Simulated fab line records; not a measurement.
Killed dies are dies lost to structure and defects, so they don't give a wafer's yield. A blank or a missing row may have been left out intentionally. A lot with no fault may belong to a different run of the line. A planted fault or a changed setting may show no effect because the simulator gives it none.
A lot that was struck, set against a sound lot -- flow berkeley_cmos170 -- 15 steps out of a route of 331
Sound: wafers L227.1, L227.3, L227.4. Struck: wafers L234.1, L234.2, L234.3. The cause is named last.
Per side, at each step with rows, come the tool, then ch with its chambers, and then its first start. Under that, the readings that differ: sound wafers -- struck wafers -- difference of the means -- sigmas: that difference in standard deviations of wafers without a fault.
alike: a reading whose means differ by less than 2 such deviations, as well as words and numbers matching on both sides. not compared: withheld readings; readings where some wafer has no value; bounds like >300 that might hide an equal value; numbers whose values overlap and for which the record gives no deviation.
The two part at a step that has a row with sigmas, a row that says differs or no value, or rows on one side only. When numbers do not overlap yet have no deviation, they are printed without sigmas and do not part them. Lack of a reading on every wafer of one side parts them only where that side has two or more wafers.

first, 5 steps without rows for these wafers: UCB170_NLDD_COAT_01 (resist thk 900 nm); UCB170_NLDD_SOFTBAKE_02 (time 60 s); UCB170_NLDD_EXPOSE_03 (exposes mask NSELECT, target cd 1200 nm); UCB170_NLDD_PEB_04; UCB170_NLDD_DEVELOP_05 (develop time 45 s).
UCB170_NLDD_CD_MEAS_06: the cd target is 1200 nm.
  sound: cd_sem-01 at day 8 20:23; struck: cd_sem-01 at day 10 09:35
  alike: cd_nm
UCB170_NLDD_OVL_MEAS_07:
  sound: overlay-01 at day 8 20:30; struck: overlay-01 at day 10 09:43
reading,sound,struck,difference,sigmas
NLDD_OVL (nm),6 3 -5,-10 -16 -7,-12,-2
then, 2 steps without rows for these wafers: UCB170_NLDD_IMPLANT_08; UCB170_NLDD_IMPLANT_09.
UCB170_NLDD_STRIP_10: strips in O2.
  sound on plasma_asher-04 ch 0,1, day 8 20:50; struck on plasma_asher-04 ch 0,1, day 10 10:03
reading,sound,struck,difference,sigmas
o2_flow_sccm (sccm),399.0 399.6 399.5,404.5 399.8 402.4,+2.9,+2
  alike: drypump_motor_current_A, oes_product_au, strip_time_to_endpoint_s
  not compared: rf_hours_counter_h
UCB170_NLDD_TW_MEAS_11:
  sound: film_metro-02 at day 8 20:56; struck: film_metro-04 at day 10 10:09
reading,sound,struck,difference,sigmas
NLDD_TW,2183 2169 2167,2237 2248 2243,+70,+3
then, 1 step without rows for these wafers: UCB170_NLDD_CLEAN_12 (cleans in SPM, time 600 s).
UCB170_SPACER_CVD_00: deposits SiO2 from TEOS/O2, target thk 376 nm, time 47 s.
  sound on pecvd-01 ch 0,1,2, day 8 21:10; struck on pecvd-01 ch 0,1,2, day 10 10:35
  alike: heater_power_w, susceptor_temp_C
UCB170_SPACER_THK_MEAS_01:
  sound: film_metro-03 at day 8 21:13; struck: film_metro-02 at day 10 10:52
reading,sound,struck,difference,sigmas
SPACER_TEOS_THK (nm),372 373 380,746 746 750,+372,+85
UCB170_M3_PROBE_99:
  the record has rows for the sound wafers here (prober-02, day 10 12:56) and none for the struck ones

## WHERE THEY PART
At UCB170_NLDD_OVL_MEAS_07 first; at UCB170_M3_PROBE_99 last (within this record only).

WHY: what had been put in by the simulator
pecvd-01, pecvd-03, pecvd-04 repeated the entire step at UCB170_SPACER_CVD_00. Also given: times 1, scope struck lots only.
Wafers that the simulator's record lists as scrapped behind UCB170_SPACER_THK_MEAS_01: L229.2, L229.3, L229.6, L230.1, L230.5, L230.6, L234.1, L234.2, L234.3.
